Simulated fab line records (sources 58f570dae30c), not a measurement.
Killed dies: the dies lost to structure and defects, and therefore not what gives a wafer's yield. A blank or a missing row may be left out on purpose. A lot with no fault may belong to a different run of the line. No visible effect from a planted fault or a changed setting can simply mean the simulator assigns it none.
What tool caused it?	flow berkeley-cmos170	Sampling: 14 lots, 42 wafers, 2 of 331 route steps

WHAT EACH GAUGE READ, for each wafer
UCB170_CONTACT_THK_MEAS_02.
lot	measured	on	CONTACT_PSG_THK (nm)
L292	day 7 08:52	film-metro-02	693 697 696
L296	day 7 08:52	film-metro-04	695 704 703
L294	day 7 09:59	film-metro-02	697 699 696
L295	day 7 09:59	film-metro-01	690 697 695
L297	day 7 21:36	film-metro-01	692 685 690
L298	day 8 05:21	film-metro-04	606 615 617
L301	day 9 02:01	film-metro-01	617 622 616
L299	day 9 03:21	film-metro-02	704 700 701
L303	day 9 03:22	film-metro-04	693 688 696
L309	day 10 16:56	film-metro-01	701 703 702
L310	day 10 16:57	film-metro-02	689 694 697
L312	day 10 20:31	film-metro-02	695 698 702
L314	day 11 19:34	film-metro-04	688 692 687
L315	day 12 05:49	film-metro-02	699 695 703

WHICH TOOL RAN EACH LOT (tool, then ch and the chambers of the sampled wafers, then the start)
lot	UCB170_CONTACT_CVD_01
L292	lpcvd-02 ch 0, day 7 06:11
L296	lpcvd-02 ch 1, day 7 06:11
L294	lpcvd-01 ch 1, day 7 08:11
L295	lpcvd-01 ch 1, day 7 08:11
L297	lpcvd-01 ch 0, day 7 19:49
L298	lpcvd-01 ch 0, day 8 03:34
L301	lpcvd-01 ch 0, day 8 23:21
L299	lpcvd-02 ch 1, day 9 01:34
L303	lpcvd-02 ch 0, day 9 01:34
L309	lpcvd-02 ch 1, day 10 15:10
L310	lpcvd-02 ch 1, day 10 15:10
L312	lpcvd-02 ch 0, day 10 18:40
L314	lpcvd-02 ch 0, day 11 17:46
L315	lpcvd-02 ch 1, day 12 04:01
- UCB170_CONTACT_CVD_01: deposits PSG from SiH4/O2/PH3, target thk 700 nm, time 2820 s.

WHAT THE TOOLS THEMSELVES READ (means of the sampled wafers that have a number; where no wafer has one, the mark that the record gives instead)
UCB170_CONTACT_CVD_01.
lot	tool	sih4-flow-sccm (sccm)	zone-power-source-pct (%)
L292	lpcvd-02	59.90	6.80
L296	lpcvd-02	59.79	6.84
L294	lpcvd-01	59.96	6.66
L295	lpcvd-01	59.97	6.67
L297	lpcvd-01	59.77	6.88
L298	lpcvd-01	59.91	6.80
L301	lpcvd-01	60.05	6.81
L299	lpcvd-02	60.01	6.85
L303	lpcvd-02	60.02	6.80
L309	lpcvd-02	59.88	6.83
L310	lpcvd-02	59.85	6.80
L312	lpcvd-02	59.86	6.87
L314	lpcvd-02	59.79	6.81
L315	lpcvd-02	60.28	6.74

THE ANSWER, worked out from the rows above alone
Rule: usual is defined by the lots themselves. The widest of any qualifying gaps counts: lots, ordered by their means at a reading, are off when they make up no more than a third of the lots, leave a main group of 4 or more, and stand apart from it by 3 or more times the standard deviation of that group's means. Not used: any main group whose means are identical at the precision the tables above print for the reading. Also off: a lot with no number at a reading for which 4 or more lots have one. All remaining lots with rows at the step are treated as sound. The gauges are gone through in route order, then the tools' own readings, and for those a lot's mean is taken as printed above. The first step at which some lot is off is used, and at that step the reading that is off furthest; a lot without a number counts as furthest.
Off: at UCB170_CONTACT_THK_MEAS_02 (CONTACT_PSG_THK), L298, L301. Main group: mean 696 nm, sd 4.4.
If a tool, at a process step before that reading, ran all the lots that are off and no sound lot after the first of them, it fits. The gauges at UCB170_CONTACT_THK_MEAS_02 are tried like those tools. One fits: UCB170_CONTACT_CVD_01 on lpcvd-01. A fault onset in the window from L297 (day 7 19:49, its last sound lot) to L298 (day 8 03:34, its first lot off) fits.

WHAT THE SIMULATOR HAD PUT IN
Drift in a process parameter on lpcvd-01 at UCB170_CONTACT_CVD_01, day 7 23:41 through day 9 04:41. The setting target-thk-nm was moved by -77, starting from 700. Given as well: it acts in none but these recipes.
Shown lots that were struck: L298, L301. The rule above found the same.
